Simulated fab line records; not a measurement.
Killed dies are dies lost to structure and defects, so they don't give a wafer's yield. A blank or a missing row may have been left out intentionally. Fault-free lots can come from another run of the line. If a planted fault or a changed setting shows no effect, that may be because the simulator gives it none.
A sampling plan put to the test + flow berkeley-cmos170 + each of the 27 faults these records tell of, on one fab line, judged from the records of the lots it struck
Plan = the line's own looks (route steps where a gauge or an inspection reads the wafer without altering it). A look can be judged if struck wafers have a number there and the file gives its usual mean and standard deviation on fault-free wafers. Caught: a look later than the fault's first step finds the struck wafers' mean 4 or more of those standard deviations (sigma) from the usual mean. On the tool: the same test on the tool's own readings at the fault's steps. Also counted as caught: the struck wafers showing another recipe, or a record that is empty for them alone.

THE FAULTS, as the simulator had put them in
1. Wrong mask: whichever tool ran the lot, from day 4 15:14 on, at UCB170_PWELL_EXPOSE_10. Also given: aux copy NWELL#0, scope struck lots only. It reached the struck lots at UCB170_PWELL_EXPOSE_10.
2. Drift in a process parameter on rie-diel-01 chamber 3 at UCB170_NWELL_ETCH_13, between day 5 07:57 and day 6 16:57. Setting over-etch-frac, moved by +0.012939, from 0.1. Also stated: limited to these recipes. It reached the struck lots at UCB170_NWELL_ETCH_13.
3. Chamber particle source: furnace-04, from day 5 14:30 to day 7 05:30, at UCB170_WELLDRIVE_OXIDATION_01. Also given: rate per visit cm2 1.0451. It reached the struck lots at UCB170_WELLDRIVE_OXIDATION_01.
4. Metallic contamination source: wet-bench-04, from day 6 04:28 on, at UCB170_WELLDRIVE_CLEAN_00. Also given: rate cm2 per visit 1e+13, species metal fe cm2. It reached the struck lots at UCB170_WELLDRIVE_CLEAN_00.
5. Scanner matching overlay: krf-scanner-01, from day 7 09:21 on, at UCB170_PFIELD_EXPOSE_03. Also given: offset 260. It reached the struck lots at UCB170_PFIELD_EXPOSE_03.
6. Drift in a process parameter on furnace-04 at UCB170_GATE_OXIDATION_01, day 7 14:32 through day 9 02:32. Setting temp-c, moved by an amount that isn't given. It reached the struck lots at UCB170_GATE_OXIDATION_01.
7. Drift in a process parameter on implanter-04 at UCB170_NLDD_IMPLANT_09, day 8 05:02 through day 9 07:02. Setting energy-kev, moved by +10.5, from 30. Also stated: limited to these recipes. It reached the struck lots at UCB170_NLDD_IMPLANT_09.
8. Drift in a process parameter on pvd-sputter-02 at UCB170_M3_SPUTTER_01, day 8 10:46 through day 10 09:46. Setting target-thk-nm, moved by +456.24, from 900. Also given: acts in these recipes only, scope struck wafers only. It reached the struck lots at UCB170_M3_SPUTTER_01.
9. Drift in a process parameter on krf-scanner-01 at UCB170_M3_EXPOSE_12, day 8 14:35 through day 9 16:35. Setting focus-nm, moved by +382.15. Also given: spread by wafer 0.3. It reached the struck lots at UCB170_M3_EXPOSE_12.
10. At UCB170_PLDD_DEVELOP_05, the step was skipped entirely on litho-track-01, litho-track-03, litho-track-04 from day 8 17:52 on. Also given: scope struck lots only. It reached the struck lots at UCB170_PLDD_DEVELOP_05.
11. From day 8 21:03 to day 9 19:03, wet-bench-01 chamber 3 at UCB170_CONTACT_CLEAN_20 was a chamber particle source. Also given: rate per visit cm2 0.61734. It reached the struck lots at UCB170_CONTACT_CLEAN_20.
12. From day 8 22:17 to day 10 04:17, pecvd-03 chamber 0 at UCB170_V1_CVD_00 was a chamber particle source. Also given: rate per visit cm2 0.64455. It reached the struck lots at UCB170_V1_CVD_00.
13. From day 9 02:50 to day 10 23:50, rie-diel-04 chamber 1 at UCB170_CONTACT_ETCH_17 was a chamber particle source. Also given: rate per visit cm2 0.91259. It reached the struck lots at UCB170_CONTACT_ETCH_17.
14. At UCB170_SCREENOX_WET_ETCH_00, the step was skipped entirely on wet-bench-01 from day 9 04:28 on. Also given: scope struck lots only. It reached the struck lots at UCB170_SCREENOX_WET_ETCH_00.
15. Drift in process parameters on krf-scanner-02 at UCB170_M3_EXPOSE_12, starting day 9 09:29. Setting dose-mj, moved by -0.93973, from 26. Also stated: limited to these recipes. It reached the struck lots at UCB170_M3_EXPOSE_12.
16. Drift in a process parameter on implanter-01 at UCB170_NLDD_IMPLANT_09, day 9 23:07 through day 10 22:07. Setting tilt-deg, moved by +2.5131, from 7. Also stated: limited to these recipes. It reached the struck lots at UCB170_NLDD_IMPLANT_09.
17. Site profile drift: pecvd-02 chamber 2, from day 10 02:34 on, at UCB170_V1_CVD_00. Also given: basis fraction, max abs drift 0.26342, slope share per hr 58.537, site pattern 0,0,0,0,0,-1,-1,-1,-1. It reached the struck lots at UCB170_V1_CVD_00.
18. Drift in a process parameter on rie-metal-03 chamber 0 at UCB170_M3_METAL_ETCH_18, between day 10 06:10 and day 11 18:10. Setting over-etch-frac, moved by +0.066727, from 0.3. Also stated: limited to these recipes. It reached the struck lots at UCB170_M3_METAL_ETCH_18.
19. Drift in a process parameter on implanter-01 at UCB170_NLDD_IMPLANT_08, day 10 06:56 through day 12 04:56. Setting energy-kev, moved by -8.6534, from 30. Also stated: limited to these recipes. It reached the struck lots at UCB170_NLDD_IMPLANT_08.
20. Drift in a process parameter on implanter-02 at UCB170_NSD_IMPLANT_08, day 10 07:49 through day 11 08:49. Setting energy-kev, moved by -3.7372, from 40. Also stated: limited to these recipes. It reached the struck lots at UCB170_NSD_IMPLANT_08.
21. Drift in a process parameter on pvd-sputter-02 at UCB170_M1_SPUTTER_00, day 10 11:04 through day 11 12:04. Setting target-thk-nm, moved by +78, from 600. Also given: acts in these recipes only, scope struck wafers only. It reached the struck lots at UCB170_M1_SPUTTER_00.
22. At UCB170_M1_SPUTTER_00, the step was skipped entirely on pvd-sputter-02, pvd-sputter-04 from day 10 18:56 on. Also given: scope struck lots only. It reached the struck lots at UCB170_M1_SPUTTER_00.
23. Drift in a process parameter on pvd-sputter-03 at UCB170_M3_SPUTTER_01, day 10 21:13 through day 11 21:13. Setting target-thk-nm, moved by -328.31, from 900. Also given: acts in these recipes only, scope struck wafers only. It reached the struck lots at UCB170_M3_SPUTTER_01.
24. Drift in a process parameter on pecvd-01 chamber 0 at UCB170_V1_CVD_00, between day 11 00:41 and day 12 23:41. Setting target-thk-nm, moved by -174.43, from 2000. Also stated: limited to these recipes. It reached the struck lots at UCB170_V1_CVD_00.
25. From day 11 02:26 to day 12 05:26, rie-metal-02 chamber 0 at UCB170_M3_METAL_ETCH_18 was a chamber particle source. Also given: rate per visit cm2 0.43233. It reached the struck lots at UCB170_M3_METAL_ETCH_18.
26. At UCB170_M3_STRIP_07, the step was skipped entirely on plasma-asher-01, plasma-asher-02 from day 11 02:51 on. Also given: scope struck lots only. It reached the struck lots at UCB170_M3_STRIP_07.
27. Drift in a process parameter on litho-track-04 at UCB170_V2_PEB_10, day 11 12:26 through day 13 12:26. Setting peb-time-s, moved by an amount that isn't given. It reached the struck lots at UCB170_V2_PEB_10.

WHAT THE PLAN SAW
| fault | on the tool itself                               | first look that catches it                      | reading, sigma                                     | median hours from its first step to that look | hours from the fault's start to the first struck lot there | judged looks passed uncaught |
|-------|--------------------------------------------------|-------------------------------------------------|----------------------------------------------------|-----------------------------------------------|------------------------------------------------------------|------------------------------|
| 1     | no reading that can be judged                    | UCB170_PWELL_TW_MEAS_17                         | PWELL_TW -94                                       | 0.9                                           | 1                                                          | 0                            |
| 2     | under 2 sigma                                    | none of the 2 looks that can be judged after it | -                                                  | -                                             | -                                                          | 2                            |
| 3     | no reading that can be judged                    | not the one look that can be judged after it    | -                                                  | -                                             | -                                                          | 1                            |
| 4     | no reading that can be judged                    | none of the 6 looks that can be judged after it | -                                                  | -                                             | -                                                          | 6                            |
| 5     | no reading that can be judged                    | UCB170_PFIELD_OVL_MEAS_06                       | PFIELD_OVL +42                                     | 0.8                                           | 7                                                          | 0                            |
| 6     | tube-center-temp-C -99 or beyond sigma           | UCB170_GATE_THK_MEAS_02                         | GATE_OXIDE_THK -43                                 | 1.5                                           | 6                                                          | 0                            |
| 7     | beam-energy-keV +99 or beyond sigma              | UCB170_SDANNEAL_RS_MEAS_05                      | NLDD_RS -25                                        | 15.0                                          | 15                                                         | 3                            |
| 8     | under 2 sigma                                    | UCB170_M3_RS_MEAS_02                            | M3_AL_RS -30                                       | 0.1                                           | 23                                                         | 0                            |
| 9     | exposure-dose-mJ-cm2 -10 sigma                   | none of the 2 looks that can be judged after it | strongest: cd-nm at UCB170_M3_CD_MEAS_15, -3.2     | -                                             | -                                                          | 2                            |
| 10    | no reading that can be judged                    | no look after it can be judged                  | -                                                  | -                                             | -                                                          | 0                            |
| 11    | no reading that can be judged                    | not the one look that can be judged after it    | -                                                  | -                                             | -                                                          | 1                            |
| 12    | under 2 sigma                                    | not the one look that can be judged after it    | -                                                  | -                                             | -                                                          | 1                            |
| 13    | under 2 sigma                                    | not the one look that can be judged after it    | -                                                  | -                                             | -                                                          | 1                            |
| 14    | no reading that can be judged                    | no look after it can be judged                  | -                                                  | -                                             | -                                                          | 0                            |
| 15    | exposure-dose-mJ-cm2 -31 sigma                   | UCB170_M3_CD_MEAS_15                            | cd-nm +4.0                                         | 0.8                                           | 3                                                          | 0                            |
| 16    | tilt-deg +99 or beyond sigma                     | UCB170_SDANNEAL_RS_MEAS_05                      | NLDD_RS -8.6                                       | 11.4                                          | 11                                                         | 1                            |
| 17    | only faintly: heater-power-w +2.2 sigma          | UCB170_V1_THK_MEAS_01                           | V1_TEOS_THK -11                                    | 0.2                                           | 5                                                          | 0                            |
| 18    | only faintly: oes-product-au -2.4 sigma          | no look after it can be judged                  | -                                                  | -                                             | -                                                          | 0                            |
| 19    | beam-energy-keV -99 or beyond sigma              | not the one look that can be judged after it    | strongest: NLDD_TW at UCB170_NLDD_TW_MEAS_11, -2.7 | -                                             | -                                                          | 1                            |
| 20    | beam-energy-keV -99 or beyond sigma              | UCB170_SDANNEAL_RS_MEAS_03                      | NSD_RS +14                                         | 2.1                                           | 3                                                          | 0                            |
| 21    | under 2 sigma                                    | UCB170_M1_RS_MEAS_01                            | M1_AL_RS -10                                       | 0.1                                           | 8                                                          | 0                            |
| 22    | the tool's record is blank for the struck wafers | no look after it can be judged                  | -                                                  | -                                             | -                                                          | 0                            |
| 23    | under 2 sigma                                    | UCB170_M3_RS_MEAS_02                            | M3_AL_RS +52                                       | 0.1                                           | 17                                                         | 0                            |
| 24    | under 2 sigma                                    | UCB170_V1_THK_MEAS_01                           | V1_TEOS_THK -6.8                                   | 0.2                                           | 2                                                          | 0                            |
| 25    | only faintly: chamber-pressure-mTorr -2.1 sigma  | no look after it can be judged                  | -                                                  | -                                             | -                                                          | 0                            |
| 26    | no reading that can be judged                    | no look after it can be judged                  | -                                                  | -                                             | -                                                          | 0                            |
| 27    | under 2 sigma                                    | UCB170_V2_CD_MEAS_12                            | cd-nm +5.6                                         | 0.3                                           | 1                                                          | 0                            |
A dash: the fault is not caught, or the number is missing from these records.

Caught at a look: 13 of 27. Caught on the tool: 8 of 27. By one or the other: 16 of 27.
Caught on the tool alone: faults 9, 19, 22.
Caught at a look alone: faults 1, 5, 8, 17, 21, 23, 24, 27.
Caught by neither: faults 2, 3, 4, 10, 11, 12, 13, 14, 18, 25, 26.

THINNER SAMPLING
In the worst case, this is how late the first struck lot would be measured if the look that catches a fault measured only every second or every third lot, by lot number:
| fault | struck lots at that look, in order of time | every lot | every second lot | every third lot |
|-------|--------------------------------------------|-----------|------------------|-----------------|
| 1     | L327                                       | 1 h       | may miss it      | may miss it     |
| 5     | L987, L989, L986, L990                     | 7 h       | 7 h              | may miss all 4  |
| 6     | L419, L420, L421                           | 6 h       | 15 h             | 15 h            |
| 7     | L998, L101                                 | 15 h      | 41 h             | may miss all 2  |
| 8     | L417                                       | 23 h      | may miss it      | may miss it     |
| 15    | L741, L748                                 | 3 h       | 57 h             | may miss all 2  |
| 16    | L905, L906                                 | 11 h      | 28 h             | may miss all 2  |
| 17    | L488                                       | 5 h       | may miss it      | may miss it     |
| 20    | L517, L520                                 | 3 h       | 17 h             | may miss all 2  |
| 21    | L610                                       | 8 h       | may miss it      | may miss it     |
| 23    | L970                                       | 17 h      | may miss it      | may miss it     |
| 24    | L837, L836, L842                           | 2 h       | 2 h              | may miss all 3  |
| 27    | L926, L925, L924                           | 1 h       | 1 h              | 1 h             |
Hours count from the start of the fault until the first struck lot that is measured. Since the struck wafers were tested as one group against 4 sigma, a single lot by itself may lie under the limit. Other struck lots may not be in these records.

THE LONGEST TIMED WAY FROM STEP TO LOOK
In fault 7, a median of 15.0 hours elapses between UCB170_NLDD_IMPLANT_09 and UCB170_SDANNEAL_RS_MEAS_05. The looks between them that can be judged stayed within 4 sigma: UCB170_NLDD_TW_MEAS_11, UCB170_PSD_CD_MEAS_06, UCB170_PSD_TW_MEAS_10.
